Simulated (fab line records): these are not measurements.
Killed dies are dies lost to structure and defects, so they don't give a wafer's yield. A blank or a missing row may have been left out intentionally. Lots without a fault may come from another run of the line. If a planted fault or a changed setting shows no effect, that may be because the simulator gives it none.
2 desks looking at one fault	flow berkeley_cmos170	only its own numbers are on each desk; what lay behind them is given at the end

## THE TOOL OWNER'S DESK: lpcvd-02
The tool's own readings at UCB170_PWELL_CVD_05 (deposits Si3N4 from SiH2Cl2/NH3, target thk 220 nm, time 3300 s): means of the sampled wafers that have a number, for each lot that ran on this tool. A lot is out of limits, marked OUT, if its mean lies more than 4 standard deviations from the usual mean; the brackets give that distance.
Columns: A = nh3_flow_sccm at UCB170_PWELL_CVD_05, usual 75.06 sccm; B = susceptor_temp_C at UCB170_PWELL_CVD_05, usual 799.9 C
lot	first seen here	A	B
L103	day 3 06:07	75.40	799.8
L105	day 3 15:05	74.99	799.6
L110	day 4 19:28	74.97	800.3
L113	day 5 12:23	75.04	799.9
Result from this desk: across the 4 lots, nothing is out of limits.

## AT THE METROLOGY DESK
Lot by lot, what the gauges showed, no matter which tool ran the lot: averages of those sampled wafers that carry a number. A lot is out of limits, marked OUT, if its mean lies more than 4 standard deviations from the usual mean; the brackets give that distance.
Columns: A = PWELL_NITRIDE_THK at UCB170_PWELL_THK_MEAS_06, usual 218.8 nm; B = SCREENOX_OXIDE_THK at UCB170_SCREENOX_THK_MEAS_02, usual 14.61 nm; C = PVT_OVL at UCB170_PVT_OVL_MEAS_06, usual -3 nm
lot	first seen here	A	B	C
L102	day 3 00:43	221.2	14.63	-9
L103	day 3 08:02	217.4	14.27	-10
L105	day 3 17:01	217.6	14.64	-5
L106	day 4 03:05	222.1	14.77	4
L108	day 4 14:01	220.1	14.49	1
L110	day 4 22:20	194.3 (-12) OUT	14.78	-8
L113	day 5 14:26	195.1 (-11) OUT	14.80	-10
L118	day 6 08:52	219.9	14.77	-5
L119	day 6 18:13	221.2	14.65	7
L120	day 6 18:14	218.5	14.96	-1
L123	day 7 15:58	222.9	14.03	-7
L122	day 7 15:59	219.5	14.38	3
L124	day 7 15:59	218.0	14.63	-6
L125	day 7 22:05	221.7	14.77	-7
This desk finds L110, L113 out of limits, with the earliest case on L110 at day 4 22:20 (PWELL_NITRIDE_THK at UCB170_PWELL_THK_MEAS_06). L102, L103, L105, L106, L108, L118, L119, L120, L123, L122, L124, L125 stayed within limits.

## ALL TOGETHER
The metrology desk could have raised an alarm at day 4 22:20, on L110, L113.
The tool owner's desk saw nothing out of limits.
On record at the tool owner's desk: L110, L113, within its limits.
The lots listed all ran UCB170_PWELL_CVD_05 on lpcvd-02.

## WHAT THE SIMULATOR HAD INSERTED
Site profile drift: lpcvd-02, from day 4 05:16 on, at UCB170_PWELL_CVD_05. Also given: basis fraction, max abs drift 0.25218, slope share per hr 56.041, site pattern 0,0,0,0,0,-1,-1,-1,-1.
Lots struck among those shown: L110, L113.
Per desk, hours elapsed from the start of the fault to the first reading out of limits: for the metrology desk, 17.
